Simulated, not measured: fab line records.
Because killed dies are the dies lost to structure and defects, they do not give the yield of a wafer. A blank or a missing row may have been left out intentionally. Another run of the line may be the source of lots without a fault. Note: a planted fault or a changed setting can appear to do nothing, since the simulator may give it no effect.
Which tool is to blame? || flow ritCmos || Sampling: 14 lots, 42 wafers, 2 of 202 route steps

== WHAT THE GAUGES READ, wafer by wafer ==
The record lacks any reading of a measuring or inspecting step that a usual standard deviation could be used to judge.

== WHAT TOOL EACH LOT RAN ON (gives the tool, then ch and the chambers of the sampled wafers, and finally the start) ==
{"lot": "L158", "RIT_GATE_ETCH_19": "rieSi-02 ch 0,1,3, day 2 19:11", "RIT_M1_PROBE_99": "prober-02, day 3 15:27"}
{"lot": "L160", "RIT_GATE_ETCH_19": "rieSi-02 ch 0,2, day 3 00:53", "RIT_M1_PROBE_99": "prober-02, day 4 01:41"}
{"lot": "L161", "RIT_GATE_ETCH_19": "rieSi-01 ch 1,3, day 3 10:28", "RIT_M1_PROBE_99": "prober-01, day 4 08:15"}
{"lot": "L163", "RIT_GATE_ETCH_19": "rieSi-01 ch 1,3, day 3 17:37", "RIT_M1_PROBE_99": "prober-01, day 4 16:02"}
{"lot": "L165", "RIT_GATE_ETCH_19": "rieSi-01 ch 0,1,3, day 4 06:13", "RIT_M1_PROBE_99": "prober-01, day 5 03:18"}
{"lot": "L166", "RIT_GATE_ETCH_19": "rieSi-02 ch 0,1, day 4 07:15", "RIT_M1_PROBE_99": "prober-02, day 5 04:54"}
{"lot": "L167", "RIT_GATE_ETCH_19": "rieSi-01 ch 0,1,2, day 4 14:19", "RIT_M1_PROBE_99": "prober-01, day 5 11:08"}
{"lot": "L168", "RIT_GATE_ETCH_19": "rieSi-02 ch 2,3, day 4 22:35", "RIT_M1_PROBE_99": "prober-02, day 5 19:23"}
{"lot": "L169", "RIT_GATE_ETCH_19": "rieSi-01 ch 1,3, day 5 00:38", "RIT_M1_PROBE_99": "prober-01, day 5 22:11"}
{"lot": "L171", "RIT_GATE_ETCH_19": "rieSi-01 ch 0,1,2, day 5 10:54", "RIT_M1_PROBE_99": "prober-01, day 6 07:32"}
{"lot": "L173", "RIT_GATE_ETCH_19": "rieSi-01 ch 0,2,3, day 6 00:23", "RIT_M1_PROBE_99": "prober-01, day 6 22:10"}
{"lot": "L174", "RIT_GATE_ETCH_19": "rieSi-02 ch 0,1, day 6 04:52", "RIT_M1_PROBE_99": "prober-02, day 7 00:38"}
{"lot": "L178", "RIT_GATE_ETCH_19": "rieSi-02 ch 2,3, day 7 07:48", "RIT_M1_PROBE_99": "prober-02, day 8 09:19"}
{"lot": "L180", "RIT_GATE_ETCH_19": "rieSi-02 ch 0,3, day 7 12:37", "RIT_M1_PROBE_99": "prober-02, day 8 12:19"}
- RIT_GATE_ETCH_19: etches poly-Si in SF6/CHF3/O2, stops on SiO2, time 165 s, target depth 312.5 nm.
- RIT_M1_PROBE_99

== WHAT THE TOOLS THEMSELVES READ (means of the sampled wafers that have a number; where no wafer has one, the mark that the record gives instead) ==
RIT_GATE_ETCH_19.
{"lot": "L158", "tool": "rieSi-02", "CHF3_flow_sccm (sccm)": 30.03, "drypumpMotorCurrentA (A)": 5.36, "oesProductAu (a.u.)": 0.830, "runLengthS (s)": 193.3, "throttleValvePct (%)": 10.29}
{"lot": "L160", "tool": "rieSi-02", "CHF3_flow_sccm (sccm)": 29.96, "drypumpMotorCurrentA (A)": 5.25, "oesProductAu (a.u.)": 0.828, "runLengthS (s)": 193.4, "throttleValvePct (%)": 10.29}
{"lot": "L161", "tool": "rieSi-01", "CHF3_flow_sccm (sccm)": 30.07, "drypumpMotorCurrentA (A)": 5.75, "oesProductAu (a.u.)": 0.852, "runLengthS (s)": 193.1, "throttleValvePct (%)": 10.11}
{"lot": "L163", "tool": "rieSi-01", "CHF3_flow_sccm (sccm)": 30.04, "drypumpMotorCurrentA (A)": 5.74, "oesProductAu (a.u.)": 0.868, "runLengthS (s)": 193.2, "throttleValvePct (%)": 10.27}
{"lot": "L165", "tool": "rieSi-01", "CHF3_flow_sccm (sccm)": 30.04, "drypumpMotorCurrentA (A)": 5.59, "oesProductAu (a.u.)": 0.851, "runLengthS (s)": 193.4, "throttleValvePct (%)": 10.25}
{"lot": "L166", "tool": "rieSi-02", "CHF3_flow_sccm (sccm)": 29.91, "drypumpMotorCurrentA (A)": 5.26, "oesProductAu (a.u.)": 0.834, "runLengthS (s)": 193.5, "throttleValvePct (%)": 10.24}
{"lot": "L167", "tool": "rieSi-01", "CHF3_flow_sccm (sccm)": 30.06, "drypumpMotorCurrentA (A)": 5.56, "oesProductAu (a.u.)": 0.858, "runLengthS (s)": 193.2, "throttleValvePct (%)": 10.41}
{"lot": "L168", "tool": "rieSi-02", "CHF3_flow_sccm (sccm)": 29.96, "drypumpMotorCurrentA (A)": 5.62, "oesProductAu (a.u.)": 0.841, "runLengthS (s)": 192.7, "throttleValvePct (%)": 10.39}
{"lot": "L169", "tool": "rieSi-01", "CHF3_flow_sccm (sccm)": 29.98, "drypumpMotorCurrentA (A)": 5.72, "oesProductAu (a.u.)": 0.860, "runLengthS (s)": 193.2, "throttleValvePct (%)": 10.11}
{"lot": "L171", "tool": "rieSi-01", "CHF3_flow_sccm (sccm)": 30.01, "drypumpMotorCurrentA (A)": 5.55, "oesProductAu (a.u.)": 0.993, "runLengthS (s)": 151.7, "throttleValvePct (%)": 10.41}
{"lot": "L173", "tool": "rieSi-01", "CHF3_flow_sccm (sccm)": 29.99, "drypumpMotorCurrentA (A)": 5.56, "oesProductAu (a.u.)": 0.978, "runLengthS (s)": 152.0, "throttleValvePct (%)": 10.25}
{"lot": "L174", "tool": "rieSi-02", "CHF3_flow_sccm (sccm)": 30.00, "drypumpMotorCurrentA (A)": 5.17, "oesProductAu (a.u.)": 0.841, "runLengthS (s)": 193.8, "throttleValvePct (%)": 10.24}
{"lot": "L178", "tool": "rieSi-02", "CHF3_flow_sccm (sccm)": 29.96, "drypumpMotorCurrentA (A)": 5.60, "oesProductAu (a.u.)": 0.828, "runLengthS (s)": 192.8, "throttleValvePct (%)": 10.40}
{"lot": "L180", "tool": "rieSi-02", "CHF3_flow_sccm (sccm)": 29.94, "drypumpMotorCurrentA (A)": 5.44, "oesProductAu (a.u.)": 0.834, "runLengthS (s)": 193.1, "throttleValvePct (%)": 10.34}

RIT_M1_PROBE_99.
{"lot": "L158", "tool": "prober-02", "killed_at_M0_to_M3": 0.0, "killedAtContacts": 0.0, "killedAtFrontEnd": 7, "killedDies": 7, "killedOnRim": 2.7, "killedOpen": 2.3, "killedShort": 4.7}
{"lot": "L160", "tool": "prober-02", "killed_at_M0_to_M3": 0.0, "killedAtContacts": 0.0, "killedAtFrontEnd": 10, "killedDies": 10, "killedOnRim": 3.3, "killedOpen": 4.0, "killedShort": 5.7}
{"lot": "L161", "tool": "prober-01", "killed_at_M0_to_M3": 0.0, "killedAtContacts": 0.7, "killedAtFrontEnd": 4, "killedDies": 5, "killedOnRim": 2.3, "killedOpen": 2.3, "killedShort": 2.0}
{"lot": "L163", "tool": "prober-01", "killed_at_M0_to_M3": 0.0, "killedAtContacts": 0.3, "killedAtFrontEnd": 4, "killedDies": 5, "killedOnRim": 1.0, "killedOpen": 1.3, "killedShort": 3.3}
{"lot": "L165", "tool": "prober-01", "killed_at_M0_to_M3": 0.0, "killedAtContacts": 0.0, "killedAtFrontEnd": 8, "killedDies": 8, "killedOnRim": 3.0, "killedOpen": 4.3, "killedShort": 3.3}
{"lot": "L166", "tool": "prober-02", "killed_at_M0_to_M3": 0.0, "killedAtContacts": 0.0, "killedAtFrontEnd": 7, "killedDies": 7, "killedOnRim": 2.7, "killedOpen": 3.0, "killedShort": 3.7}
{"lot": "L167", "tool": "prober-01", "killed_at_M0_to_M3": 0.0, "killedAtContacts": 0.0, "killedAtFrontEnd": 9, "killedDies": 9, "killedOnRim": 1.7, "killedOpen": 6.0, "killedShort": 3.3}
{"lot": "L168", "tool": "prober-02", "killed_at_M0_to_M3": 0.0, "killedAtContacts": 0.0, "killedAtFrontEnd": 9, "killedDies": 9, "killedOnRim": 1.7, "killedOpen": 5.7, "killedShort": 3.3}
{"lot": "L169", "tool": "prober-01", "killed_at_M0_to_M3": 0.3, "killedAtContacts": 0.0, "killedAtFrontEnd": 4, "killedDies": 5, "killedOnRim": 2.3, "killedOpen": 2.3, "killedShort": 2.3}
{"lot": "L171", "tool": "prober-01", "killed_at_M0_to_M3": 0.0, "killedAtContacts": 0.0, "killedAtFrontEnd": 264, "killedDies": 264, "killedOnRim": 70.0, "killedOpen": 3.0, "killedShort": 4.3}
{"lot": "L173", "tool": "prober-01", "killed_at_M0_to_M3": 0.0, "killedAtContacts": 0.0, "killedAtFrontEnd": 262, "killedDies": 262, "killedOnRim": 69.7, "killedOpen": 3.7, "killedShort": 3.0}
{"lot": "L174", "tool": "prober-02", "killed_at_M0_to_M3": 0.0, "killedAtContacts": 0.0, "killedAtFrontEnd": 4, "killedDies": 4, "killedOnRim": 1.0, "killedOpen": 2.7, "killedShort": 1.3}
{"lot": "L178", "tool": "prober-02", "killed_at_M0_to_M3": 0.0, "killedAtContacts": 0.0, "killedAtFrontEnd": 10, "killedDies": 10, "killedOnRim": 4.3, "killedOpen": 4.7, "killedShort": 5.0}
{"lot": "L180", "tool": "prober-02", "killed_at_M0_to_M3": 0.7, "killedAtContacts": 0.0, "killedAtFrontEnd": 8, "killedDies": 8, "killedOnRim": 2.3, "killedOpen": 2.7, "killedShort": 5.7}

== THE ANSWER, worked out from the rows above alone ==
Rule: usual is defined by the lots themselves. Put in order of their means at a reading, lots are off if they are a third of the lots or fewer, leave a main group of 4 or more, and stand apart from it by a gap of 3 or more times the standard deviation of the main group's means; of several such gaps the widest counts. Not used: any main group whose means are identical at the precision the tables above print for the reading. A lot without any number at a reading at which 4 lots or more have one is off too. Where the step has rows for the other lots, those lots are counted as sound. After the gauges, taken in route order, come the tools' own readings; for these a lot's mean is taken, as printed above. At the first step where some lot is off, the reading lying furthest off is the one used; lots without a number count as furthest.
Off, at RIT_GATE_ETCH_19 on runLengthS: L171, L173. Main group: mean 193.2 s, sd 0.28.
If a tool, at that step or one of the process steps before it, ran each lot that is off and ran no sound lot following the first of them, it fits. One fits: rieSi-01 at RIT_GATE_ETCH_19. Its last sound lot is L169 (day 5 00:38), its first lot that is off L171 (day 5 10:54): a fault that began between those two fits.
The tool's own readings at RIT_GATE_ETCH_19 bear it out: on the lots that are off they differ by more than 5 times the standard deviation of the sound lots' means. oesProductAu reads 0.986 a.u. there against 0.844 a.u. on the sound lots; runLengthS reads 151.8 s there against 193.2 s on the sound lots.

== WHAT THE SIMULATOR HAD PUT IN ==
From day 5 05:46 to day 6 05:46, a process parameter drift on rieSi-01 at RIT_GATE_ETCH_19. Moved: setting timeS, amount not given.
Lots struck among those shown: L171, L173. The rule above found the same.
